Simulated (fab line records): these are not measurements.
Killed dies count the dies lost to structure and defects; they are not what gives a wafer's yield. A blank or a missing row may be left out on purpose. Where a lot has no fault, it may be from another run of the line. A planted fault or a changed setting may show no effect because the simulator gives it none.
Struck lot and sound lot, side by side ; flow berkeley-cmos170 ; 26 out of 331 route steps
Sound: these wafers, L165.1, L165.2, L165.4. Struck: wafer L179.2. (L179.1, L179.3 of the same lot were not struck and are left out.) The cause comes at the end.
Order at every step that has rows: each side's tool, ch and its chambers, its first start. Under that, the readings that differ: sound wafers ; struck wafers ; difference of the means ; sigmas: that difference in standard deviations of wafers without a fault.
alike: a reading whose means differ by less than 2 such deviations, as well as words and numbers matching on both sides. not compared: withheld readings; readings where some wafer has no value; bounds like >300 that might hide an equal value; numbers whose values overlap and for which the record gives no deviation.
A row with sigmas, a row that says differs or no value, or rows on one side alone: a step with any of these is where the two part. Non-overlapping numbers with no deviation appear without sigmas and do not part them. Lack of a reading on every wafer of one side parts them only where that side has two or more wafers.

first, 3 steps without rows for these wafers: UCB170_M1_EXPOSE_06 (exposes mask METAL1, target cd 700 nm); UCB170_M1_PEB_07; UCB170_M1_DEVELOP_08 (develop time 45 s).
UCB170_M1_CD_MEAS_09 targets a cd of 700 nm.
  sound on cd-sem-02, day 8 17:22; struck on cd-sem-01, day 11 15:34
  alike: cd-nm
UCB170_M1_OVL_MEAS_10:
  sound on overlay-01, day 8 17:29; struck on overlay-01, day 11 15:41
  alike: M1_OVL
UCB170_M1_ETCH_11: etches BARC in N2/H2.
  sound on rie-diel-03 ch 0,1,3, day 8 17:32; struck on rie-diel-03 ch 3, day 11 15:44
  alike: drypump-motor-current-A, oes-product-au, throttle-valve-pct
UCB170_M1_METAL_ETCH_12: etches Al in Cl2/BCl3, stops on PSG, target depth 780 nm, time 130 s.
  sound on rie-metal-01 ch 0,1, day 8 17:34; struck on rie-metal-01 ch 0, day 11 15:46
  alike: drypump-motor-current-A, oes-product-au, throttle-valve-pct
  not compared: rf-hours-counter-h
UCB170_M1_STRIP_13: strips in O2.
  sound on plasma-asher-03 ch 0,1, day 8 17:43; struck on plasma-asher-03 ch 0, day 11 15:54
  alike: drypump-motor-current-A, oes-product-au
  not compared: rf-hours-counter-h
UCB170_M1_CD_MEAS_90 targets a cd of 700 nm.
  sound on cd-sem-02, day 8 17:49; struck on cd-sem-02, day 11 16:00
  alike: cd-nm
then, 1 step without rows for these wafers: UCB170_M1_ANNEAL_14 (time 1200 s).
UCB170_V1_CVD_00: deposits SiO2 from TEOS/O2, target thk 2000 nm, time 250 s.
  sound on pecvd-02 ch 0,1, day 8 21:36; struck on pecvd-01 ch 1, day 11 20:53
  alike: heater-power-w
UCB170_V1_THK_MEAS_01:
  sound on film-metro-04, day 8 21:45; struck on film-metro-04, day 11 21:02
  alike: V1_TEOS_THK
UCB170_V1_CMP_02: polishes SiO2.
  sound on cmp-02 ch 0,2,3, day 8 21:49; struck on cmp-02 ch 0, day 11 21:06
reading;sound;struck;difference;sigmas
model.SiO2_of_V1_CVD_00.thk-nm (nm);1001 999.4 1000;1346;+346;
  alike: motor-current-A
UCB170_V1_BOW_MEAS_03:
  sound on film-metro-03, day 8 22:07; struck on film-metro-02, day 11 21:24
  alike: V1_BOW
UCB170_V1_THK_MEAS_04:
  sound on film-metro-03, day 8 22:14; struck on film-metro-02, day 11 21:31
reading;sound;struck;difference;sigmas
V1_POLISHED_THK (nm);1001.4 999.5 1000.9;1345.4;+344.8;+99 or more
then, 7 steps without rows for these wafers: UCB170_V1_CLEAN_05 (cleans in DIW); UCB170_V1_HMDS_06 (prime time 60 s); UCB170_V1_COAT_07 (resist thk 900 nm); UCB170_V1_SOFTBAKE_08 (time 60 s); UCB170_V1_EXPOSE_09 (exposes mask VIA1, target cd 700 nm); UCB170_V1_PEB_10; UCB170_V1_DEVELOP_11 (develop time 46.49 s).
UCB170_V1_CD_MEAS_12 targets a cd of 700 nm.
  sound on cd-sem-02, day 9 01:29; struck on cd-sem-02, day 11 22:43
  alike: cd-nm
UCB170_V1_OVL_MEAS_13:
  sound on overlay-02, day 9 01:37; struck on overlay-02, day 11 22:50
  alike: V1_OVL
UCB170_V1_ETCH_14: etches SiO2 in CHF3/CF4/Ar, stops on Al, target depth 1250 nm, time 291 s.
  sound on rie-diel-01 ch 0,1,2, day 9 01:39; struck on rie-diel-04 ch 0, day 11 22:53
reading;sound;struck;difference;sigmas
oes-product-au (a.u.);0.879 0.876 0.868;1.013;+0.139;+11
model.etch.depth-nm (nm);1001 999.4 1000;1256;+256;
model.V1.feature-depth-nm (nm);1001 999.6 1000;1256;+256;
  alike: drypump-motor-current-A, throttle-valve-pct
  not compared: rf-hours-counter-h
UCB170_V1_STRIP_15: strips in O2.
  sound on plasma-asher-04 ch 0,1, day 9 01:50; struck on plasma-asher-02 ch 1, day 11 23:04
reading;sound;struck;difference;sigmas
oes-product-au (a.u.);0.726 0.708 0.729;0.733;+0.012;+3
  alike: drypump-motor-current-A, strip-time-to-endpoint-s
  not compared: rf-hours-counter-h

## WHERE THEY PART
Earliest at UCB170_V1_THK_MEAS_04; latest, in this record, at UCB170_V1_STRIP_15.

WHY: what the simulator had put in
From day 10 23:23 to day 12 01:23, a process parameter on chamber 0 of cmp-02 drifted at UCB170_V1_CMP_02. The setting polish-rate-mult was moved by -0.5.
